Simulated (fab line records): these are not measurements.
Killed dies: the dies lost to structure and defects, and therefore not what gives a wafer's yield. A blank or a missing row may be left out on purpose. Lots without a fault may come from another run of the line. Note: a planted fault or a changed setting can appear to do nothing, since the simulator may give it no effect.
Matching of chambers || flow berkeley cmos170 || UCB170_V2_CMP_02 on cmp-01 has 4 sister chambers
The step polishes SiO2. 4 wafers are shown with their chamber, then 8 later ones without.

== WAFERS, EACH WITH ITS CHAMBER ==
{"wafer": "L238.2", "chamber": 3, "motor current A (A)": 16.7}
{"wafer": "L238.3", "chamber": 0, "motor current A (A)": 16.2}
{"wafer": "L238.6", "chamber": 2, "motor current A (A)": 13.4}
{"wafer": "L239.1", "chamber": 1, "motor current A (A)": 12.2}

== WAFERS WITH NO CHAMBER GIVEN ==
{"wafer": "L239.2", "motor current A (A)": 16.9}
{"wafer": "L239.6", "motor current A (A)": 12.8}
{"wafer": "L241.1", "motor current A (A)": 13.0}
{"wafer": "L241.2", "motor current A (A)": 16.0}
{"wafer": "L241.4", "motor current A (A)": 17.2}
{"wafer": "L244.1", "motor current A (A)": 12.9}
{"wafer": "L244.2", "motor current A (A)": 16.2}
{"wafer": "L244.4", "motor current A (A)": 12.8}

== CHAMBER TAKEN BY EACH ==
{"wafer": "L239.2", "from the rows above": "can't be placed: 3 or 0", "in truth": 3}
{"wafer": "L239.6", "from the rows above": "can't be placed: 2 or 1", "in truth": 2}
{"wafer": "L241.1", "from the rows above": "can't be placed: 2 or 1", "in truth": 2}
{"wafer": "L241.2", "from the rows above": "can't be placed: 0 or 3", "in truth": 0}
{"wafer": "L241.4", "from the rows above": "can't be placed: 3 or 0", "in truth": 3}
{"wafer": "L244.1", "from the rows above": "can't be placed: 2 or 1", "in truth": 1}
{"wafer": "L244.2", "from the rows above": "can't be placed: 0 or 3", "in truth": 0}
{"wafer": "L244.4", "from the rows above": "can't be placed: 2 or 1", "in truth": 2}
Placed correctly: 0 of 8. These rows do not allow placing 8 (true chamber among the candidates in 8). Wrongly placed: 0.
How it was worked out, from the rows above alone: a wafer's distance from a chamber is the root of the sum, over the readings, of the square of ((its reading less the chamber's mean) divided by the reading's scatter). If the next closest chamber is less than 2 further off than the closest, the wafer can't be placed; otherwise it belongs to the closest. The mean given for a chamber averages the wafers shown for that chamber. The scatter (one wafer shown for each chamber): square how far every hidden wafer sits from the nearest shown wafer, average those squares and take the square root.
